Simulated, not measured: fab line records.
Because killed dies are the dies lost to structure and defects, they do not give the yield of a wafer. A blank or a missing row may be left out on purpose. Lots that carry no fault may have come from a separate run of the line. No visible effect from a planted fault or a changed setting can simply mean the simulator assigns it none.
What tool caused it? :: flow rit-cmos :: 42 wafers from 14 lots sampled at 6 of the route's 202 steps

## WHAT THE GAUGES READ, wafer by wafer
RIT_NLDD_TW_MEAS_10.
lot: L207
measured: day 3 02:32
on: film-metro-01
NLDD_TW: 2468 2461 2466

lot: L208
measured: day 3 08:07
on: film-metro-02
NLDD_TW: 2501 2507 2499

lot: L209
measured: day 3 14:28
on: film-metro-01
NLDD_TW: 2478 2463 2462

lot: L210
measured: day 3 19:40
on: film-metro-01
NLDD_TW: 2452 2467 2460

lot: L211
measured: day 4 05:46
on: film-metro-03
NLDD_TW: 2485 2492 2502

lot: L212
measured: day 4 11:00
on: film-metro-01
NLDD_TW: 2458 2466 2466

lot: L213
measured: day 4 13:38
on: film-metro-02
NLDD_TW: 2506 2480 2484

lot: L214
measured: day 4 17:29
on: film-metro-03
NLDD_TW: 2491 2510 2490

lot: L215
measured: day 4 17:44
on: film-metro-01
NLDD_TW: 2458 2463 2457

lot: L216
measured: day 5 00:44
on: film-metro-02
NLDD_TW: 2507 2509 2503

lot: L220
measured: day 5 21:04
on: film-metro-03
NLDD_TW: 2485 2474 2493

lot: L221
measured: day 5 21:36
on: film-metro-01
NLDD_TW: 2459 2463 2466

lot: L222
measured: day 6 03:32
on: film-metro-01
NLDD_TW: 2478 2459 2473

lot: L223
measured: day 6 06:54
on: film-metro-03
NLDD_TW: 2505 2504 2510

RIT_PSD_TW_MEAS_10.
lot: L207
measured: day 3 09:25
on: film-metro-01
PSD_TW: 3400 3365 3365

lot: L208
measured: day 3 15:34
on: film-metro-03
PSD_TW: 3413 3412 3414

lot: L209
measured: day 3 21:31
on: film-metro-02
PSD_TW: 3444 3440 3437

lot: L210
measured: day 4 02:53
on: film-metro-02
PSD_TW: 3422 3407 3428

lot: L211
measured: day 4 12:53
on: film-metro-01
PSD_TW: 3399 3393 3387

lot: L212
measured: day 4 18:05
on: film-metro-02
PSD_TW: 3415 3413 3406

lot: L213
measured: day 4 20:56
on: film-metro-03
PSD_TW: 3449 3411 3424

lot: L214
measured: day 5 00:52
on: film-metro-01
PSD_TW: 3413 3397 3388

lot: L215
measured: day 5 02:29
on: film-metro-02
PSD_TW: 3437 3428 3427

lot: L216
measured: day 5 07:50
on: film-metro-01
PSD_TW: 3413 3389 3396

lot: L220
measured: day 6 04:11
on: film-metro-01
PSD_TW: 3467 3470 3443

lot: L221
measured: day 6 05:37
on: film-metro-02
PSD_TW: 3473 3472 3458

lot: L222
measured: day 6 10:34
on: film-metro-02
PSD_TW: 3466 3453 3477

lot: L223
measured: day 6 14:16
on: film-metro-03
PSD_TW: 3473 3469 3463

RIT_SDANNEAL_RS_MEAS_04: uses a four-point probe to measure.
lot: L207
measured: day 3 09:55
on: film-metro-01
PSD_RS (ohm/sq): 115.88 116.05 116.11

lot: L208
measured: day 3 16:05
on: film-metro-02
PSD_RS (ohm/sq): 115.62 115.62 115.51

lot: L209
measured: day 3 22:02
on: film-metro-02
PSD_RS (ohm/sq): 115.63 115.97 115.81

lot: L210
measured: day 4 03:25
on: film-metro-03
PSD_RS (ohm/sq): 115.97 115.92 116.20

lot: L211
measured: day 4 13:26
on: film-metro-01
PSD_RS (ohm/sq): 116.05 116.27 116.39

lot: L212
measured: day 4 18:35
on: film-metro-02
PSD_RS (ohm/sq): 116.11 116.19 115.79

lot: L213
measured: day 4 21:27
on: film-metro-01
PSD_RS (ohm/sq): 115.96 116.25 116.04

lot: L214
measured: day 5 01:22
on: film-metro-01
PSD_RS (ohm/sq): 116.13 116.04 116.66

lot: L215
measured: day 5 02:59
on: film-metro-02
PSD_RS (ohm/sq): 116.23 115.33 116.00

lot: L216
measured: day 5 08:20
on: film-metro-01
PSD_RS (ohm/sq): 116.15 115.90 116.13

lot: L220
measured: day 6 04:41
on: film-metro-01
PSD_RS (ohm/sq): 50.81 50.72 50.61

lot: L221
measured: day 6 06:07
on: film-metro-01
PSD_RS (ohm/sq): 50.50 50.74 50.65

lot: L222
measured: day 6 11:08
on: film-metro-03
PSD_RS (ohm/sq): 50.54 50.64 50.66

lot: L223
measured: day 6 14:52
on: film-metro-02
PSD_RS (ohm/sq): 50.52 50.68 50.67

RIT_M1_OVL_MEAS_10.
lot: L207
measured: day 3 14:46
on: overlay-01
M1_OVL (nm): 1.5 1.1 1.2

lot: L208
measured: day 3 21:10
on: overlay-01
M1_OVL (nm): 1.6 1.7 1.4

lot: L209
measured: day 4 02:58
on: overlay-02
M1_OVL (nm): 1.2 1.8 2.8

lot: L210
measured: day 4 08:16
on: overlay-02
M1_OVL (nm): 0.9 1.9 0.9

lot: L211
measured: day 4 18:11
on: overlay-02
M1_OVL (nm): 1.5 0.2 3.0

lot: L212
measured: day 4 23:58
on: overlay-01
M1_OVL (nm): 0.3 -1.3 0.1

lot: L213
measured: day 5 02:42
on: overlay-01
M1_OVL (nm): 0.3 -0.9 -1.9

lot: L214
measured: day 5 06:11
on: overlay-01
M1_OVL (nm): -0.7 -0.7 -1.9

lot: L215
measured: day 5 08:07
on: overlay-02
M1_OVL (nm): -1.2 -0.9 -1.6

lot: L216
measured: day 5 13:15
on: overlay-01
M1_OVL (nm): -2.1 -2.6 -0.3

lot: L220
measured: day 6 09:25
on: overlay-02
M1_OVL (nm): 1.7 2.5 2.0

lot: L221
measured: day 6 10:50
on: overlay-02
M1_OVL (nm): -1.2 1.9 -0.8

lot: L222
measured: day 6 16:17
on: overlay-01
M1_OVL (nm): 1.2 0.8 2.1

lot: L223
measured: day 6 19:44
on: overlay-02
M1_OVL (nm): 1.9 3.1 0.5

## EACH LOT AND THE TOOL THAT RAN IT (in order: tool; ch and the chambers of the sampled wafers; start)
lot: L207
RIT_PSD_IMPLANT_08: implanter-03 ch 0, day 3 09:06
RIT_M1_SPUTTER_00: pvd-sputter-02, day 3 13:09

lot: L208
RIT_PSD_IMPLANT_08: implanter-02 ch 0, day 3 15:16
RIT_M1_SPUTTER_00: pvd-sputter-03, day 3 19:25

lot: L209
RIT_PSD_IMPLANT_08: implanter-04 ch 0, day 3 21:11
RIT_M1_SPUTTER_00: pvd-sputter-02, day 4 01:16

lot: L210
RIT_PSD_IMPLANT_08: implanter-02 ch 0, day 4 02:37
RIT_M1_SPUTTER_00: pvd-sputter-03, day 4 06:39

lot: L211
RIT_PSD_IMPLANT_08: implanter-04 ch 0, day 4 12:34
RIT_M1_SPUTTER_00: pvd-sputter-02, day 4 16:42

lot: L212
RIT_PSD_IMPLANT_08: implanter-03 ch 0, day 4 17:47
RIT_M1_SPUTTER_00: pvd-sputter-01, day 4 22:08

lot: L213
RIT_PSD_IMPLANT_08: implanter-04 ch 0, day 4 20:38
RIT_M1_SPUTTER_00: pvd-sputter-02, day 5 01:06

lot: L214
RIT_PSD_IMPLANT_08: implanter-04 ch 0, day 5 00:32
RIT_M1_SPUTTER_00: pvd-sputter-01, day 5 04:35

lot: L215
RIT_PSD_IMPLANT_08: implanter-03 ch 0, day 5 02:11
RIT_M1_SPUTTER_00: pvd-sputter-02, day 5 06:19

lot: L216
RIT_PSD_IMPLANT_08: implanter-03 ch 0, day 5 07:32
RIT_M1_SPUTTER_00: pvd-sputter-03, day 5 11:46

lot: L220
RIT_PSD_IMPLANT_08: implanter-04 ch 0, day 6 03:52
RIT_M1_SPUTTER_00: pvd-sputter-01, day 6 07:56

lot: L221
RIT_PSD_IMPLANT_08: implanter-03 ch 0, day 6 05:17
RIT_M1_SPUTTER_00: pvd-sputter-02, day 6 09:22

lot: L222
RIT_PSD_IMPLANT_08: implanter-03 ch 0, day 6 10:15
RIT_M1_SPUTTER_00: pvd-sputter-03, day 6 14:35

lot: L223
RIT_PSD_IMPLANT_08: implanter-03 ch 0, day 6 13:59
RIT_M1_SPUTTER_00: pvd-sputter-02, day 6 18:14
- RIT_PSD_IMPLANT_08
- RIT_M1_SPUTTER_00: material Al, target thk 400 nm, time 500 s.

## WHAT THE TOOLS THEMSELVES READ (means of the sampled wafers that have a number; where no wafer has one, the mark that the record gives instead)
RIT_M1_SPUTTER_00.
lot: L207
tool: pvd-sputter-02
throttle-valve-pct (%): 30.3

lot: L208
tool: pvd-sputter-03
throttle-valve-pct (%): 29.0

lot: L209
tool: pvd-sputter-02
throttle-valve-pct (%): 30.3

lot: L210
tool: pvd-sputter-03
throttle-valve-pct (%): 29.2

lot: L211
tool: pvd-sputter-02
throttle-valve-pct (%): 29.7

lot: L212
tool: pvd-sputter-01
throttle-valve-pct (%): 29.9

lot: L213
tool: pvd-sputter-02
throttle-valve-pct (%): 29.7

lot: L214
tool: pvd-sputter-01
throttle-valve-pct (%): 29.8

lot: L215
tool: pvd-sputter-02
throttle-valve-pct (%): 29.7

lot: L216
tool: pvd-sputter-03
throttle-valve-pct (%): 29.3

lot: L220
tool: pvd-sputter-01
throttle-valve-pct (%): 29.4

lot: L221
tool: pvd-sputter-02
throttle-valve-pct (%): 29.8

lot: L222
tool: pvd-sputter-03
throttle-valve-pct (%): 29.3

lot: L223
tool: pvd-sputter-02
throttle-valve-pct (%): 29.5

## THE ANSWER, worked out from the rows above alone
Rule: what is usual is taken from the lots themselves. Put in order of their means at a reading, lots are off if they are a third of the lots or fewer, leave a main group of 4 or more, and stand apart from it by a gap of 3 or more times the standard deviation of the main group's means; of several such gaps the widest counts. Not used: any main group whose means are identical at the precision the tables above print for the reading. Also off: a lot with no number at a reading for which 4 or more lots have one. All remaining lots with rows at the step are treated as sound. After the gauges, taken in route order, come the tools' own readings; for these a lot's mean is taken, as printed above. At the first step where some lot is off, the reading lying furthest off is the one used; lots without a number count as furthest.
Off: L220, L221, L222, L223, seen at RIT_SDANNEAL_RS_MEAS_04 (PSD_RS). Main group: mean 116.00 ohm/sq, sd 0.19.
A tool fits if, at a process step before that reading, it ran every lot that is off, and no sound lot after the first of them. Gauges at RIT_SDANNEAL_RS_MEAS_04: tried the same way as those tools. None of those tried fits.

## WHAT THE SIMULATOR HAD INSERTED
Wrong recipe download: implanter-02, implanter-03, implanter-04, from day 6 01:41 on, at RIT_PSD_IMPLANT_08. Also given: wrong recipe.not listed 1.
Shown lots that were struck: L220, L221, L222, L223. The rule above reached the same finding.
